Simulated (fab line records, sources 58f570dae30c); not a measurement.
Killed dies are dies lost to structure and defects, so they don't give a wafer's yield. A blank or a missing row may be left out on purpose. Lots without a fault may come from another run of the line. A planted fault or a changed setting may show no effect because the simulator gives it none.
One fault seen from 2 desks | flow berkeley_cmos170 | each desk has only its own numbers; what lay behind them comes last

THE METROLOGY DESK
What the gauges read, lot by lot, whatever tool the lot ran on: means of the sampled wafers that have a number. A lot is out of limits, marked OUT, if its mean lies more than 4 standard deviations from the usual mean; the brackets give that distance.
Columns: A = PLDD_TW at UCB170_PLDD_TW_MEAS_11, usual 1011; B = cd_nm at UCB170_NLDD_CD_MEAS_06, usual 1200.0 nm; C = NLDD_OVL at UCB170_NLDD_OVL_MEAS_07, usual -2 nm
lot  | first seen here | A    | B      | C
L143 | day 9 09:01     | 1010 | 1201.2 | 5
L150 | day 10 07:19    | 1013 | 1198.1 | -4
L151 | day 10 21:09    | 1008 | 1201.4 | 3
L156 | day 11 20:37    | 1018 | 1201.1 | -9
L159 | day 12 08:35    | 1008 | 1199.4 | -5
L161 | day 13 01:08    | 1011 | 1198.8 | -12
This desk's finding: nothing out of limits on any of the 6 lots.

THE TOOL OWNER'S DESK: implanter-03
The tool's own readings at UCB170_NLDD_IMPLANT_08: means of the sampled wafers that have a number, for each lot that ran on this tool. A lot is out of limits, marked OUT, if its mean lies more than 4 standard deviations from the usual mean; the brackets give that distance.
Columns: A = beam_energy_keV at UCB170_NLDD_IMPLANT_08, usual 29.999
lot  | first seen here | A
L150 | day 10 08:41    | 30.006
L151 | day 10 23:04    | 30.461 (+46) OUT
L156 | day 11 22:00    | 30.475 (+48) OUT
This desk's finding: out of limits on L151, L156; first on L151, day 10 23:04 (beam_energy_keV at UCB170_NLDD_IMPLANT_08). In limits: L150.

PUT TOGETHER
The tool owner's desk could have raised an alarm at day 10 23:04, on L151, L156.
The metrology desk saw nothing out of limits.
The metrology desk has L151, L156 on record, within its limits.
Of the lots named, all ran UCB170_NLDD_IMPLANT_08 on implanter-03.

WHAT THE SIMULATOR HAD PUT IN
Process parameter drift: implanter-03, from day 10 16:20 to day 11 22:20, at UCB170_NLDD_IMPLANT_08. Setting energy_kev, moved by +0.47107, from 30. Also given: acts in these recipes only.
Lots struck among those shown: L151, L156.
Hours from the fault's start to each desk's first reading out of limits: the tool owner's desk, 7.
